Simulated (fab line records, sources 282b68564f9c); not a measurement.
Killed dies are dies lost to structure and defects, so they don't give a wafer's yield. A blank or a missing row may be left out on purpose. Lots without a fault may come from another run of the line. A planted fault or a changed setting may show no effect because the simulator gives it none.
fab line records | flow rit_cmos | part 2 of 2: steps 34 to 47 of 47
record lots=5 wafers=15 last_day=7
route steps=202 shown ACTIVE@7 FOX1@20 FOX2@23 NWELL@28 PWELL@39 WELLDRIVE@50 NRETRO@53
lots that met no fault: from a run of the same line without faults
start_h: hours from the record's first day to the start of the lot's first wafer shown | wait_h: hours since the lot's step before | " the same as in the row above | L1.1+2: a row that stands for several wafers | - no value, or no start given | * or withheld: withheld | < > ~ a bound
route shown NAME@n: a module of which the file shows steps, and the number in the route of the first | usual: mean/standard deviation of fault-free wafers | same: alike in all rows | chamber/n: place in a boat | sites: the reading at each site | _std_site: their standard deviation | _edge_site: outer sites' mean less inner sites' | radius_mm: how far each site lies from the wafer's centre | mask NAME#n: copy n | behind: the tool/chamber that last shaped the wafer | hold: why the lot was held/for how many hours/how that ended | device: the transistor (n, p or np) that didn't switch | end of line: the same wafers' tests at the end of the route | a step without rows: its recipe alone | killed: dies lost to structure and defects at the first sort, not the wafer's yield | map: a wafer's dies, x killed, . not, _ none there
set.NAME: the setting as run; set.NAME@STEP: as run at that earlier step | model.NAME: the simulator's own value behind a step, which no gauge read
lots at some steps of the route; a table a step, a row a wafer
services: from which hour (start_h, from the record's first day; less than 0 if before it) a tool's chamber was out of use, for how many hours, and why
## steps
# step RIT_PWELL_COAT_01
# recipe resist=NOVOLAK spin_rpm=2000 resist_thk_nm=1300
# usual dispense_pressure_kPa=49.9/0.45
# columns lot.wafer tool chamber start_h wait_h dispense_pressure_kPa
L086.2 litho_track-03 0 81.20 0.1 49.6
L086.4 " 0 " " 49.5
L086.6 " 0 " " 49.5
L088.1 litho_track-01 0 92.29 0.1 50.8
L088.2 " 0 " " 50.7
L088.3 " 0 " " 50.7
L089.2 litho_track-01 0 96.29 0.1 50.7
L089.3 " 0 " " 50.7
L089.4 " 0 " " 50.7
L091.3 litho_track-01 0 106.12 0.1 50.7
L091.4 " 0 " " 50.7
L091.5 " 0 " " 50.8
L095.1 litho_track-03 0 126.38 0.1 49.4
L095.2 " 0 " " 49.4
L095.4 " 0 " " 49.4
# step RIT_PWELL_SOFTBAKE_02
# recipe resist=NOVOLAK temp_c=90 time_s=60
# columns lot.wafer tool chamber start_h wait_h
L086.2+4+6 litho_track-03 0 81.35 0.1
L088.1+2+3 litho_track-01 0 92.44 0.1
L089.2+3+4 litho_track-01 0 96.44 0.1
L091.3+4+5 litho_track-01 0 106.27 0.1
L095.1+2+4 litho_track-03 0 126.53 0.1
# step RIT_PWELL_EXPOSE_03
# recipe mask_id=M3 na=0.57 target_cd_nm=43700 dose_mj=250
# columns lot.wafer tool chamber start_h wait_h mask
L086.2+4+6 iline_stepper-02 0 81.69 0.3 M3#0
L088.1+2+3 iline_stepper-02 0 92.59 0.1 M3#0
L089.2+3+4 iline_stepper-02 0 96.59 0.1 M3#0
L091.3+4+5 iline_stepper-02 0 106.41 0.1 M3#0
L095.1+2+4 iline_stepper-02 0 126.81 0.2 M3#0
# step RIT_PWELL_PEB_04
# recipe resist=NOVOLAK temp_c=withheld time_s=withheld
# columns lot.wafer tool chamber start_h wait_h
L086.2+4+6 litho_track-01 0 81.82 0.1
L088.1+2+3 litho_track-01 0 92.71 0.1
L089.2+3+4 litho_track-01 0 96.71 0.1
L091.3+4+5 litho_track-04 0 106.54 0.1
L095.1+2+4 litho_track-03 0 126.92 0.1
# step RIT_PWELL_DEVELOP_05
# recipe resist=NOVOLAK develop_time_s=68 dev_temp_c=23
# same develop_time_s=68
# columns lot.wafer tool chamber start_h wait_h
L086.2+4+6 litho_track-01 0 - -
L088.1+2+3 litho_track-01 0 - -
L089.2+3+4 litho_track-01 0 - -
L091.3+4+5 litho_track-04 0 - -
L095.1+2+4 litho_track-03 0 - -
# step RIT_PWELL_OVL_MEAS_06
# usual PWELL_OVL=0.5/1.4
# columns lot.wafer tool chamber start_h wait_h PWELL_OVL[nm]
L086.2 overlay-02 - 82.11 - -0.1
L086.4 " - " " 0.2
L086.6 " - " " -1.0
L088.1 overlay-02 - 93.02 - -1.0
L088.2 " - " " -1.0
L088.3 " - " " -1.0
L089.2 overlay-02 - 97.00 - -1.2
L089.3 " - " " -1.2
L089.4 " - " " -2.1
L091.3 overlay-02 - 106.81 - 0.4
L091.4 " - " " 1.0
L091.5 " - " " 0.0
L095.1 overlay-02 - 127.24 - 1.4
L095.2 " - " " -0.5
L095.4 " - " " -0.6
# step RIT_PWELL_HARDBAKE_07
# recipe resist=NOVOLAK temp_c=140 time_s=120
# columns lot.wafer tool chamber start_h wait_h
L086.2+4+6 litho_track-01 0 82.19 0.1
L088.1+2+3 litho_track-03 0 93.06 0.0
L089.2+3+4 litho_track-03 0 97.07 0.1
L091.3+4+5 litho_track-01 0 107.00 0.2
L095.1+2+4 litho_track-01 0 127.27 0.0
# step RIT_PWELL_IMPLANT_08
# recipe species=B energy_kev=170 dose_cm2=7.15e+13 tilt_deg=7
# columns lot.wafer tool chamber start_h wait_h
L086.2+4+6 implanter-04 0 82.42 0.2
L088.1+2+3 implanter-04 0 93.31 0.2
L089.2+3+4 implanter-02 0 97.31 0.2
L091.3+4+5 implanter-02 0 107.22 0.2
L095.1+2+4 implanter-02 0 127.52 0.2
# step RIT_PWELL_STRIP_09
# recipe chemistry=O2 time_s=180 resist=NOVOLAK platen_temp_c=withheld power_w=500 pressure_mtorr=4000 o2_flow_sccm=4000
# usual drypump_motor_current_A=5.82/0.25
# columns lot.wafer tool chamber start_h wait_h drypump_motor_current_A rf_hours_counter_h
L086.2 plasma_asher-02 1 82.54 0.1 5.33 28
L086.4 " 1 " " 5.33 -
L086.6 " 0 " " 6.01 -
L088.1 plasma_asher-02 1 93.46 0.1 5.33 30
L088.2 " 0 " " 6.01 30
L088.3 " 0 " " 6.01 -
L089.2 plasma_asher-04 1 97.43 0.1 5.80 48
L089.3 " 1 " " 5.80 -
L089.4 " 0 " " 5.73 -
L091.3 plasma_asher-04 0 107.38 0.1 5.77 -
L091.4 " 1 " " 5.81 -
L091.5 " 1 " " 5.78 -
L095.1 plasma_asher-04 0 127.67 0.1 5.70 1
L095.2 " 1 " " 5.81 1
L095.4 " 1 " " 5.79 -
# step RIT_PWELL_TW_MEAS_10
# usual PWELL_TW=966/6.2
# columns lot.wafer tool chamber start_h wait_h PWELL_TW
L086.2 film_metro-03 - 82.73 0.1 966
L086.4 " - " " 960
L086.6 " - " " 963
L088.1 film_metro-04 - 93.63 0.1 968
L088.2 " - " " 968
L088.3 " - " " 976
L089.2 film_metro-03 - 97.62 0.1 958
L089.3 " - " " 961
L089.4 " - " " 957
L091.3 film_metro-02 - 107.51 0.1 974
L091.4 " - " " 970
L091.5 " - " " 967
L095.1 film_metro-03 - 127.85 0.1 958
L095.2 " - " " 961
L095.4 " - " " 957
# step RIT_WELLDRIVE_ANNEAL_00
# recipe temp_c=1100 time_s=14700 ambient=N2
# columns lot.wafer tool chamber start_h wait_h
L086.2+4+6 furnace-03 0 83.63 0.9
L088.1+2+3 furnace-03 0 93.69 0.1
L089.2+3+4 furnace-02 0 97.67 0.0
L091.3+4+5 furnace-04 0 107.55 0.0
L095.1+2+4 furnace-02 0 128.32 0.5
# step RIT_WELLDRIVE_RS_MEAS_01
# recipe thk_meas_gauge=four-point-probe
# usual NWELL_RS=275.6/0.85
# columns lot.wafer tool chamber start_h wait_h NWELL_RS[ohm/sq]
L086.2 film_metro-04 - 88.73 0.0 274.2
L086.4 " - " " 274.7
L086.6 " - " " 274.8
L088.1 film_metro-03 - 98.77 0.0 276.5
L088.2 " - " " 276.2
L088.3 " - " " 275.7
L089.2 film_metro-02 - 102.77 0.0 274.4
L089.3 " - " " 274.2
L089.4 " - " " 274.5
L091.3 film_metro-02 - 112.68 0.0 275.9
L091.4 " - " " 276.2
L091.5 " - " " 275.7
L095.1 film_metro-04 - 133.41 0.0 276.8
L095.2 " - " " 275.6
L095.4 " - " " 274.9
# step RIT_WELLDRIVE_RS_MEAS_02
# recipe thk_meas_gauge=four-point-probe
# usual PWELL_RS=424.0/1
# columns lot.wafer tool chamber start_h wait_h PWELL_RS[ohm/sq]
L086.2 film_metro-04 - 88.85 0.1 423.3
L086.4 " - " " 423.5
L086.6 " - " " 424.1
L088.1 film_metro-03 - 98.89 0.1 424.5
L088.2 " - " " 424.5
L088.3 " - " " 424.6
L089.2 film_metro-02 - 102.89 0.1 422.9
L089.3 " - " " 421.7
L089.4 " - " " 423.9
L091.3 film_metro-02 - 112.80 0.1 424.2
L091.4 " - " " 425.0
L091.5 " - " " 424.3
L095.1 film_metro-04 - 133.53 0.1 424.2
L095.2 " - " " 423.6
L095.4 " - " " 423.7
# step RIT_NRETRO_HMDS_00
# recipe prime_time_s=60 prime_temp_c=140
# columns lot.wafer tool chamber start_h wait_h
L086.2+4+6 litho_track-04 0 88.97 0.1
L088.1+2+3 litho_track-02 0 99.01 0.1
L089.2+3+4 litho_track-04 0 103.02 0.1
L091.3+4+5 litho_track-04 0 112.93 0.1
L095.1+2+4 litho_track-04 0 133.65 0.1
## services
# columns tool chamber start_h hours kind
furnace-02 - 52.84 3.1 pm
rie_diel-04 - 61.42 0.1 repair
plasma_asher-01 - 74.94 15.6 pm
iline_stepper-01 - 94.29 4.7 repair
implanter-04 - 94.89 1.3 repair
iline_stepper-02 - 101.10 - consumable_replace:lamp
plasma_asher-01 - 106.05 2.8 repair
rie_diel-02 3 106.31 6.2 repair
rie_diel-04 - 107.91 2.8 pm
plasma_asher-04 - 108.81 9.0 pm
plasma_asher-04 0 108.81 9.0 vent_cycle
plasma_asher-04 1 108.81 9.0 vent_cycle
rie_diel-02 3 112.75 - clean
rie_diel-02 3 112.75 23.8 scheduled_down
rie_diel-02 3 112.75 23.8 vent_cycle
wet_bench-01 - 113.48 4.4 repair
plasma_asher-02 - 116.39 3.3 repair
implanter-04 - 117.44 5.2 pm
plasma_asher-04 0 117.81 - clean
plasma_asher-04 1 117.81 - clean
iline_stepper-02 - 119.09 6.5 repair
implanter-02 - 119.42 4.1 repair
furnace-01 - 125.27 29.1 pm
